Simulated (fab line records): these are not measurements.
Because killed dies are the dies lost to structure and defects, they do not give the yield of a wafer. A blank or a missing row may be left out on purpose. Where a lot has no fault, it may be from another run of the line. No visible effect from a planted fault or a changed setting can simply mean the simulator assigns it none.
fab line records -- flow rit-cmos
record lots=5, wafers=15, last-day=6
route steps=202 shown ACTIVE@1 FOX1@20 FOX2@23 NWELL@28 M1@196
lots that met no fault: taken from a fault-free run of the same line
start-h: start of the lot's first displayed wafer, in hours after the record's first day -- wait-h: hours from the lot's prior step to this one -- " identical to the entry in the row above -- L1.1+2: a row that stands for several wafers -- - no value present, or no start provided -- * or withheld: withheld -- < > ~ a bound
route shown NAME@n: names a module that has steps shown in the file, with the first one's number in the route -- usual: average and standard deviation across the fault-free wafers -- same: alike in all rows -- chamber/n: place in a boat -- sites: readings site by site -- _std_site: their standard deviation -- _edge_site: the outer-site mean with the inner-site mean subtracted -- radius-mm: how far each site lies from the wafer's centre -- mask NAME#n: copy n -- behind: the last tool/chamber to shape the wafer -- hold: reason for holding the lot/hours on hold/outcome of the hold -- device: the transistor (n, p or np) that didn't switch -- end of line: the route-end tests of the same wafers -- step lacking rows: just its recipe -- killed: not the wafer's yield, but the dies lost to structure and defects at the first sort -- map: a wafer's dies, marking killed ones x, the rest . and places with no die _
set.NAME: the setting that was run; set.NAME@STEP: the one run at that earlier step -- model.NAME: the simulator's own value behind a step, which no gauge read
lots seen at some steps along the route; tables by step, rows by wafer
services: from which hour (start-h, from the record's first day; less than 0 if before it) a tool's chamber was out of use, for how many hours, and why
## steps
# step RIT_ACTIVE_BOW_MEAS_00
# recipe mode=bow
# usual INCOMING_BOW=0/7
lot.wafer,tool,chamber,start-h,wait-h,INCOMING_BOW[um]
L569.1,film-metro-01,-,15.00,-,16
L569.2,film-metro-01,-,15.00,-,3
L569.3,film-metro-01,-,15.00,-,0
L573.3,film-metro-03,-,35.04,-,10
L573.5,film-metro-03,-,35.04,-,3
L573.6,film-metro-03,-,35.04,-,5
L576.1,film-metro-03,-,50.00,-,-10
L576.3,film-metro-03,-,50.00,-,-12
L576.5,film-metro-03,-,50.00,-,3
L580.1,film-metro-01,-,70.00,-,2
L580.2,film-metro-01,-,70.00,-,1
L580.6,film-metro-01,-,70.00,-,1
L587.3,film-metro-03,-,105.04,-,-2
L587.4,film-metro-03,-,105.04,-,-2
L587.5,film-metro-03,-,105.04,-,-2
# step RIT_ACTIVE_OXIDATION_01
# recipe temp-c=1000, ambient=O2, target-thk-a=468, ox-time-s=3360
# step RIT_ACTIVE_THK_MEAS_02
# recipe reads=SiO2_of_ACTIVE_OXIDATION_01
# usual ACTIVE_OXIDE_THK=46.6/0.76
lot.wafer,tool,chamber,start-h,wait-h,ACTIVE_OXIDE_THK[nm]
L569.1,film-metro-03,-,17.20,0.0,46.7
L569.2,film-metro-03,-,17.20,0.0,46.2
L569.3,film-metro-03,-,17.20,0.0,47.1
L573.3,film-metro-01,-,38.14,0.0,46.3
L573.5,film-metro-01,-,38.14,0.0,46.7
L573.6,film-metro-01,-,38.14,0.0,47.2
L576.1,film-metro-02,-,54.78,0.0,47.4
L576.3,film-metro-02,-,54.78,0.0,47.3
L576.5,film-metro-02,-,54.78,0.0,47.0
L580.1,film-metro-03,-,75.31,0.0,47.0
L580.2,film-metro-03,-,75.31,0.0,47.5
L580.6,film-metro-03,-,75.31,0.0,47.6
L587.3,film-metro-01,-,107.91,0.0,46.5
L587.4,film-metro-01,-,107.91,0.0,46.4
L587.5,film-metro-01,-,107.91,0.0,46.3
# step RIT_ACTIVE_CVD_03
# recipe material=Si3N4, target-thk-nm=150, temp-c=810, precursor=SiH2Cl2/NH3, time-s=1500, pressure-mtorr=300, sih2cl2-flow-sccm=60, nh3-flow-sccm=150
# usual sih2cl2-flow-sccm=59.99/0.15, spike-tc-source-C=831/3.6
lot.wafer,tool,chamber,start-h,wait-h,sih2cl2-flow-sccm,spike-tc-source-C
L569.1,lpcvd-01,0,17.26,0.1,59.85,833
L569.2,lpcvd-01,0,17.26,0.1,59.96,830
L569.3,lpcvd-01,0,17.26,0.1,60.22,833
L573.3,lpcvd-01,0,38.52,0.4,59.86,833
L573.5,lpcvd-01,0,38.52,0.4,60.18,832
L573.6,lpcvd-01,0,38.52,0.4,59.81,831
L576.1,lpcvd-02,0,54.84,0.1,60.03,833
L576.3,lpcvd-02,0,54.84,0.1,60.02,833
L576.5,lpcvd-02,0,54.84,0.1,59.91,835
L580.1,lpcvd-02,0,75.37,0.1,60.16,834
L580.2,lpcvd-02,0,75.37,0.1,60.04,833
L580.6,lpcvd-02,0,75.37,0.1,59.84,835
L587.3,lpcvd-01,1,107.95,0.0,60.02,823
L587.4,lpcvd-01,1,107.95,0.0,60.08,825
L587.5,lpcvd-01,1,107.95,0.0,60.15,825
# step RIT_ACTIVE_THK_MEAS_04
# recipe reads=Si3N4_of_ACTIVE_CVD_03
# usual ACTIVE_NITRIDE_THK=149.9/1.5
lot.wafer,tool,chamber,start-h,wait-h,ACTIVE_NITRIDE_THK[nm]
L569.1,film-metro-01,-,18.67,0.0,149.1
L569.2,film-metro-01,-,18.67,0.0,149.2
L569.3,film-metro-01,-,18.67,0.0,148.8
L573.3,film-metro-01,-,40.67,0.0,150.3
L573.5,film-metro-01,-,40.67,0.0,151.2
L573.6,film-metro-01,-,40.67,0.0,150.1
L576.1,film-metro-01,-,56.26,0.0,151.3
L576.3,film-metro-01,-,56.26,0.0,151.3
L576.5,film-metro-01,-,56.26,0.0,152.1
L580.1,film-metro-01,-,76.79,0.0,148.3
L580.2,film-metro-01,-,76.79,0.0,147.7
L580.6,film-metro-01,-,76.79,0.0,147.2
L587.3,film-metro-03,-,109.39,0.0,148.0
L587.4,film-metro-03,-,109.39,0.0,147.0
L587.5,film-metro-03,-,109.39,0.0,147.6
# step RIT_ACTIVE_HMDS_05
# recipe prime-time-s=60, prime-temp-c=140
# step RIT_ACTIVE_COAT_06
# recipe resist=NOVOLAK, spin-rpm=3250, resist-thk-nm=1000
# step RIT_ACTIVE_SOFTBAKE_07
# recipe resist=NOVOLAK, temp-c=90, time-s=60
# step RIT_ACTIVE_EXPOSE_08
# recipe mask-id=M1, na=0.6, source-shape=conventional, sigma-outer=0.6, target-cd-nm=1400, dose-mj=225
# step RIT_ACTIVE_PEB_09
# recipe resist=NOVOLAK, temp-c=withheld, time-s=withheld
# step RIT_ACTIVE_DEVELOP_10
# recipe resist=NOVOLAK, develop-time-s=50, dev-temp-c=23
# step RIT_ACTIVE_CD_MEAS_11
# recipe target-cd-nm=1400
# usual cd-nm=1401.2/2.2
lot.wafer,tool,chamber,start-h,wait-h,cd-nm
L569.1,cd-sem-02,-,19.59,-,1399.2
L569.2,cd-sem-02,-,19.59,-,1398.7
L569.3,cd-sem-02,-,19.59,-,1398.3
L573.3,cd-sem-02,-,41.72,-,1400.3
L573.5,cd-sem-02,-,41.72,-,1402.0
L573.6,cd-sem-02,-,41.72,-,1403.1
L576.1,cd-sem-02,-,57.30,-,1402.7
L576.3,cd-sem-02,-,57.30,-,1402.6
L576.5,cd-sem-02,-,57.30,-,1401.9
L580.1,cd-sem-02,-,77.70,-,1404.2
L580.2,cd-sem-02,-,77.70,-,1403.4
L580.6,cd-sem-02,-,77.70,-,1403.7
L587.3,cd-sem-02,-,110.44,-,1401.3
L587.4,cd-sem-02,-,110.44,-,1402.4
L587.5,cd-sem-02,-,110.44,-,1401.3
# step RIT_ACTIVE_HARDBAKE_12
# recipe resist=NOVOLAK, temp-c=140, time-s=60
# step RIT_ACTIVE_ETCH_13
# recipe stop-on=SiO2, chemistry=SF6, target=Si3N4, time-s=210, over-etch-frac=0.4, SF6_flow_sccm=200, pressure-mtorr=260, rf-w=125, target-depth-a=2100
# usual drypump-motor-current-A=5.6/0.55, oes-product-au=0.823/0.014, throttle-valve-pct=7.46/0.11
lot.wafer,tool,chamber,start-h,wait-h,drypump-motor-current-A,oes-product-au,rf-hours-counter-h,throttle-valve-pct
L569.1,rie-diel-01,3,19.86,0.1,5.3,0.806,4,7.65
L569.2,rie-diel-01,0,19.86,0.1,6.3,0.829,85,7.42
L569.3,rie-diel-01,1,19.86,0.1,6.6,0.811,4,7.54
L573.3,rie-diel-01,3,41.95,0.1,5.3,0.819,4,7.64
L573.5,rie-diel-01,0,41.95,0.1,6.3,0.840,-,7.42
L573.6,rie-diel-01,2,41.95,0.1,5.3,0.831,-,7.28
L576.1,rie-diel-02,3,57.57,0.1,6.0,0.855,94,7.62
L576.3,rie-diel-02,0,57.57,0.1,5.2,0.839,52,7.33
L576.5,rie-diel-02,0,57.57,0.1,5.2,0.843,-,7.35
L580.1,rie-diel-04,3,77.97,0.1,5.9,0.820,36,7.50
L580.2,rie-diel-04,1,77.97,0.1,4.8,0.819,134,7.37
L580.6,rie-diel-04,0,77.97,0.1,5.7,0.802,-,7.52
L587.3,rie-diel-02,1,110.67,0.1,5.8,0.807,54,7.53
L587.4,rie-diel-02,3,110.67,0.1,6.0,0.835,95,7.61
L587.5,rie-diel-02,1,110.67,0.1,5.8,0.805,-,7.56
# step RIT_ACTIVE_STRIP_14
# recipe chemistry=O2, time-s=180, resist=NOVOLAK, platen-temp-c=withheld, power-w=500, pressure-mtorr=4000, o2-flow-sccm=4000
# usual drypump-motor-current-A=5.5/0.57
lot.wafer,tool,chamber,start-h,wait-h,drypump-motor-current-A,rf-hours-counter-h
L569.1,plasma-asher-03,0,19.99,0.1,5.8,41
L569.2,plasma-asher-03,1,19.99,0.1,5.5,41
L569.3,plasma-asher-03,1,19.99,0.1,5.5,-
L573.3,plasma-asher-02,0,42.14,0.1,6.5,-
L573.5,plasma-asher-02,1,42.14,0.1,4.9,-
L573.6,plasma-asher-02,0,42.14,0.1,6.5,-
L576.1,plasma-asher-03,0,57.70,0.1,5.8,47
L576.3,plasma-asher-03,0,57.70,0.1,5.8,-
L576.5,plasma-asher-03,1,57.70,0.1,5.4,-
L580.1,plasma-asher-02,0,78.10,0.1,6.5,24
L580.2,plasma-asher-02,1,78.10,0.1,5.0,24
L580.6,plasma-asher-02,0,78.10,0.1,6.5,-
L587.3,plasma-asher-02,0,110.87,0.1,6.4,-
L587.4,plasma-asher-02,1,110.87,0.1,4.9,-
L587.5,plasma-asher-02,1,110.87,0.1,5.0,-
# step RIT_ACTIVE_CD_MEAS_90
# recipe target-cd-nm=1400
# usual cd-nm=1401.2/2.2
lot.wafer,tool,chamber,start-h,wait-h,cd-nm
L569.1,cd-sem-01,-,20.17,0.1,1399.2
L569.2,cd-sem-01,-,20.17,0.1,1398.9
L569.3,cd-sem-01,-,20.17,0.1,1398.3
L573.3,cd-sem-01,-,42.30,0.1,1400.3
L573.5,cd-sem-01,-,42.30,0.1,1402.5
L573.6,cd-sem-01,-,42.30,0.1,1403.2
L576.1,cd-sem-02,-,57.88,0.1,1403.2
L576.3,cd-sem-02,-,57.88,0.1,1402.9
L576.5,cd-sem-02,-,57.88,0.1,1402.2
L580.1,cd-sem-02,-,78.28,0.1,1404.1
L580.2,cd-sem-02,-,78.28,0.1,1403.2
L580.6,cd-sem-02,-,78.28,0.1,1403.7
L587.3,cd-sem-01,-,111.02,0.1,1400.9
L587.4,cd-sem-01,-,111.02,0.1,1401.9
L587.5,cd-sem-01,-,111.02,0.1,1401.3
# step RIT_ACTIVE_CLEAN_15
# recipe chemistry=SC1, mix=3:3:50, time-s=600, temp-c=75
# step RIT_ACTIVE_CLEAN_16
# recipe chemistry=dHF, dilution=50:1, time-s=30
# step RIT_ACTIVE_CLEAN_17
# recipe chemistry=SC2, mix=3:3:50, time-s=600, temp-c=75, dry=n2-spin
# step RIT_FOX1_OXIDATION_00
# recipe temp-c=1100, ambient=H2O, target-thk-a=3507, p-h2o-torr=720, ox-time-s=1130
# step RIT_FOX1_THK_MEAS_01
# recipe reads=SiO2_of_FOX1_OXIDATION_00
# usual FOX1_OXIDE_THK=353/6.8
lot.wafer,tool,chamber,start-h,wait-h,FOX1_OXIDE_THK[nm]
L569.1,film-metro-04,-,23.59,0.0,354
L569.2,film-metro-04,-,23.59,0.0,356
L569.3,film-metro-04,-,23.59,0.0,357
L573.3,film-metro-03,-,44.08,0.0,348
L573.5,film-metro-03,-,44.08,0.0,352
L573.6,film-metro-03,-,44.08,0.0,351
L576.1,film-metro-03,-,61.41,0.0,357
L576.3,film-metro-03,-,61.41,0.0,353
L576.5,film-metro-03,-,61.41,0.0,349
L580.1,film-metro-02,-,80.25,0.0,358
L580.2,film-metro-02,-,80.25,0.0,354
L580.6,film-metro-02,-,80.25,0.0,350
L587.3,film-metro-04,-,113.54,0.0,352
L587.4,film-metro-04,-,113.54,0.0,351
L587.5,film-metro-04,-,113.54,0.0,357
# step RIT_FOX1_WET_ETCH_02
# recipe chemistry=BOE, target-depth-nm=350, time-s=390, temp-c=21.5, dry=n2-spin, dilution=10:1, target=SiO2
# step RIT_FOX2_OXIDATION_00
# recipe temp-c=1100, ambient=H2O, target-thk-a=3507, p-h2o-torr=720, ox-time-s=1130
# step RIT_FOX2_THK_MEAS_01
# recipe reads=SiO2_of_FOX2_OXIDATION_00
# usual FOX2_OXIDE_THK=351/6.5
lot.wafer,tool,chamber,start-h,wait-h,FOX2_OXIDE_THK[nm]
L569.1,film-metro-03,-,25.08,0.0,350
L569.2,film-metro-03,-,25.08,0.0,352
L569.3,film-metro-03,-,25.08,0.0,346
L573.3,film-metro-03,-,45.58,0.0,352
L573.5,film-metro-03,-,45.58,0.0,356
L573.6,film-metro-03,-,45.58,0.0,358
L576.1,film-metro-04,-,63.39,0.0,347
L576.3,film-metro-04,-,63.39,0.0,348
L576.5,film-metro-04,-,63.39,0.0,351
L580.1,film-metro-03,-,81.74,0.0,361
L580.2,film-metro-03,-,81.74,0.0,358
L580.6,film-metro-03,-,81.74,0.0,351
L587.3,film-metro-04,-,115.03,0.0,346
L587.4,film-metro-04,-,115.03,0.0,345
L587.5,film-metro-04,-,115.03,0.0,349
# step RIT_FOX2_CLEAN_02
# recipe chemistry=dHF, dilution=50:1, time-s=180
# step RIT_FOX2_WET_ETCH_03
# recipe chemistry=H3PO4, target=Si3N4, target-depth-nm=195, temp-c=165, time-s=2700
# step RIT_FOX2_THK_MEAS_90
# recipe reads=SiO2_of_FOX2_OXIDATION_00
# usual FIELD_OXIDE_LEFT_1_THK=324/6.5
lot.wafer,tool,chamber,start-h,wait-h,FIELD_OXIDE_LEFT_1_THK[nm]
L569.1,film-metro-03,-,26.10,0.0,323
L569.2,film-metro-03,-,26.10,0.0,325
L569.3,film-metro-03,-,26.10,0.0,319
L573.3,film-metro-04,-,46.53,0.0,324
L573.5,film-metro-04,-,46.53,0.0,329
L573.6,film-metro-04,-,46.53,0.0,331
L576.1,film-metro-04,-,64.33,0.0,319
L576.3,film-metro-04,-,64.33,0.0,320
L576.5,film-metro-04,-,64.33,0.0,324
L580.1,film-metro-01,-,82.62,0.0,334
L580.2,film-metro-01,-,82.62,0.0,330
L580.6,film-metro-01,-,82.62,0.0,323
L587.3,film-metro-01,-,115.98,0.0,319
L587.4,film-metro-01,-,115.98,0.0,318
L587.5,film-metro-01,-,115.98,0.0,321
# step RIT_NWELL_HMDS_00
# recipe prime-time-s=60, prime-temp-c=140
# step RIT_NWELL_COAT_01
# recipe resist=NOVOLAK, spin-rpm=2000, resist-thk-nm=1300
# step RIT_NWELL_SOFTBAKE_02
# recipe resist=NOVOLAK, temp-c=90, time-s=60
# step RIT_NWELL_EXPOSE_03
# recipe mask-id=M2, na=0.57, target-cd-nm=43900, dose-mj=250
# step RIT_NWELL_PEB_04
# recipe resist=NOVOLAK, temp-c=withheld, time-s=withheld
# step RIT_NWELL_DEVELOP_05
# recipe resist=NOVOLAK, develop-time-s=68, dev-temp-c=23
# step RIT_M1_METAL_ETCH_12
# recipe stop-on=SiO2, chemistry=Cl2/BCl3, target=Al, time-s=165, over-etch-frac=0.5, pressure-mtorr=100, target-depth-a=6000, rf-w=250, Cl2_flow_sccm=60, bcl3-flow-sccm=50
# usual drypump-motor-current-A=5.72/0.19, oes-product-au=0.777/0.01, throttle-valve-pct=8.28/0.11
lot.wafer,tool,chamber,start-h,wait-h,drypump-motor-current-A,oes-product-au,rf-hours-counter-h,throttle-valve-pct,model.M1.cd-nm
L569.1,rie-metal-01,0,66.95,0.2,5.82,0.755,1,8.15,2602
L569.2,rie-metal-01,1,66.95,0.2,5.72,0.776,1,8.16,2606
L569.3,rie-metal-01,0,66.95,0.2,5.82,0.781,-,8.14,2605
L573.3,rie-metal-03,1,85.85,0.2,5.75,0.795,-,8.29,2597
L573.5,rie-metal-03,1,85.85,0.2,5.75,0.784,-,8.30,2596
L573.6,rie-metal-03,0,85.85,0.2,6.05,0.770,-,8.46,2595
L576.1,rie-metal-03,0,103.12,0.2,6.00,0.774,4,8.46,2599
L576.3,rie-metal-03,0,103.12,0.2,5.99,0.768,-,8.46,2599
L576.5,rie-metal-03,1,103.12,0.2,5.75,0.787,-,8.30,2600
L580.1,rie-metal-02,0,122.51,0.2,5.48,0.787,35,8.37,2638
L580.2,rie-metal-02,1,122.51,0.2,5.46,0.771,38,8.29,2633
L580.6,rie-metal-02,0,122.51,0.2,5.50,0.783,-,8.39,2636
L587.3,rie-metal-01,0,152.75,0.2,5.83,0.766,-,8.16,2601
L587.4,rie-metal-01,1,152.75,0.2,5.72,0.782,-,8.14,2606
L587.5,rie-metal-01,1,152.75,0.2,5.71,0.784,-,8.14,2600
# step RIT_M1_PROBE_99
# usual killed-at-front-end=6.6/3, killed-dies=6.6/3, killed-open=3.4/2, killed-short=3.2/2
# same gross-dies=264, killed_at_M0_to_M3=0, killed_at_M4_up=0, killed-at-back-side=0, killed-at-contacts=0, killed-at-other=0
lot.wafer,tool,chamber,start-h,wait-h,hold,killed-at-front-end,killed-dies,killed-open,killed-short
L569.1,prober-02,-,69.22,0.1,-,7,7,5,2
L569.2,prober-02,-,69.27,0.1,-,7,7,1,6
L569.3,prober-02,-,69.32,0.2,-,8,8,3,5
L576.1,prober-01,-,105.37,0.1,-,6,6,3,3
L576.3,prober-01,-,105.47,0.2,-,7,7,6,1
L576.5,prober-01,-,105.57,0.2,-,4,4,2,2
L580.1,prober-01,-,131.66,0.1,await-dispo/4.3h/release,16,16,0,4
L580.2,prober-01,-,131.71,0.1,await-dispo/4.3h/release,18,18,5,1
L580.6,prober-01,-,131.91,0.2,await-dispo/4.3h/release,21,21,1,8
L587.3,prober-01,-,155.05,0.2,-,4,4,3,1
L587.4,prober-01,-,155.10,0.2,-,7,7,5,2
L587.5,prober-01,-,155.15,0.2,-,5,5,2,3
# killed by level:class
L569.1 FOX1:geometric-particle:open=1 FOX2:geometric-particle:open=1 GATE:geometric-particle:short=1 GATE:geometric-particle:open=1 REOX:geometric-particle:open=1 SPACER:geometric-particle:short=1 SILICIDE:geometric-particle:open=1
L569.2 FOX2:geometric-particle:short=3 GATE:geometric-particle:short=3 REOX:geometric-particle:open=1
L569.3 GATE:geometric-particle:short=3 GATE:geometric-particle:open=2 REOX:geometric-particle:open=1 REOX:geometric-particle:short=1 SPACER:geometric-particle:short=1
L576.1 FOX1:geometric-particle:open=1 GATE:geometric-particle:open=1 GATE:geometric-particle:short=1 REOX:geometric-particle:short=1 SPACER:geometric-particle:open=1 SILICIDE:geometric-particle:short=1
L576.3 FOX1:geometric-particle:open=2 REOX:geometric-particle:open=2 GATE:geometric-particle:open=1 SPACER:geometric-particle:open=1 SILICIDE:geometric-particle:short=1
L576.5 FOX2:geometric-particle:open=2 FOX1:geometric-particle:short=1 GATE:geometric-particle:short=1
L580.1 ACTIVE:unspecified=12 FOX2:geometric-particle:short=1 GATE:geometric-particle:short=1 REOX:geometric-particle:short=1 SILICIDE:geometric-particle:short=1
L580.2 ACTIVE:unspecified=12 GATE:geometric-particle:open=4 FOX1:geometric-particle:open=1 GATE:geometric-particle:short=1
L580.6 ACTIVE:unspecified=12 GATE:geometric-particle:short=6 FOX1:geometric-particle:short=1 SPACER:geometric-particle:short=1 SPACER:geometric-particle:open=1
L587.3 SPACER:geometric-particle:open=2 FOX1:geometric-particle:open=1 GATE:geometric-particle:short=1
L587.4 GATE:geometric-particle:open=2 FOX1:geometric-particle:open=1 FOX2:geometric-particle:open=1 GATE:geometric-particle:short=1 REOX:geometric-particle:short=1 SPACER:geometric-particle:open=1
L587.5 FOX1:geometric-particle:short=2 FOX1:geometric-particle:open=1 GATE:geometric-particle:open=1 SPACER:geometric-particle:short=1
## services
tool,chamber,start-h,hours,kind
lpcvd-02,-,-5.99,2.8,pm
rie-metal-01,-,-5.62,20.0,pm
rie-metal-01,0,-5.62,20.0,vent-cycle
rie-diel-02,3,-0.68,2.8,repair
plasma-asher-03,-,27.69,0.9,repair
rie-diel-01,-,33.88,0.5,repair
lpcvd-02,-,35.00,14.6,pm
rie-diel-01,1,35.75,48.8,repair
rie-diel-04,1,54.60,8.1,repair
rie-diel-02,3,60.54,7.6,repair
rie-diel-04,2,71.74,8.0,repair
rie-metal-03,1,72.47,10.2,repair
rie-diel-04,2,81.53,3.8,repair
rie-metal-03,1,89.08,3.9,repair
rie-diel-04,2,94.22,3.2,repair
rie-metal-01,-,116.21,2.8,pm
rie-metal-01,0,119.54,12.1,repair
rie-diel-01,2,123.10,3.8,repair
rie-metal-02,-,136.12,20.0,pm
rie-diel-01,0,139.81,2.8,repair
plasma-asher-03,-,141.43,21.2,repair
rie-diel-04,0,142.86,6.3,repair
rie-diel-04,2,150.01,13.5,repair
lpcvd-02,-,151.96,1.2,repair
## key
first-sign none at tools or gauges
model-effect step=RIT_M1_METAL_ETCH_12, value=M1.cd-nm, without=2606, struck=2636
met-at RIT_ACTIVE_CVD_03
struck-wafers L580.1,L580.2,L580.6
tester-left-out L580
loop-trim step=RIT_M1_EXPOSE_06, setting=dose, lots=L580
onset-between 54.84 75.37
also-fits RIT_ACTIVE_ETCH_13:rie-diel-04,RIT_M1_METAL_ETCH_12:rie-metal-02
fault kind=chamber-particle-source, tool=lpcvd-02, chamber=-, onset-h=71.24, steps=RIT_ACTIVE_CVD_03, rate-per-visit-cm2=0.68998, end-h=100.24
# tester-left-out: of these lots the tester's yield and bins aren't shown, on N5 and GAA mostly nor the transistor test; their killed dies are dies lost to structure and defects alone, not to doping, threshold or leakage, so they don't give the yield
# loop-trim: a control loop set the setting to another value than it would have without faults
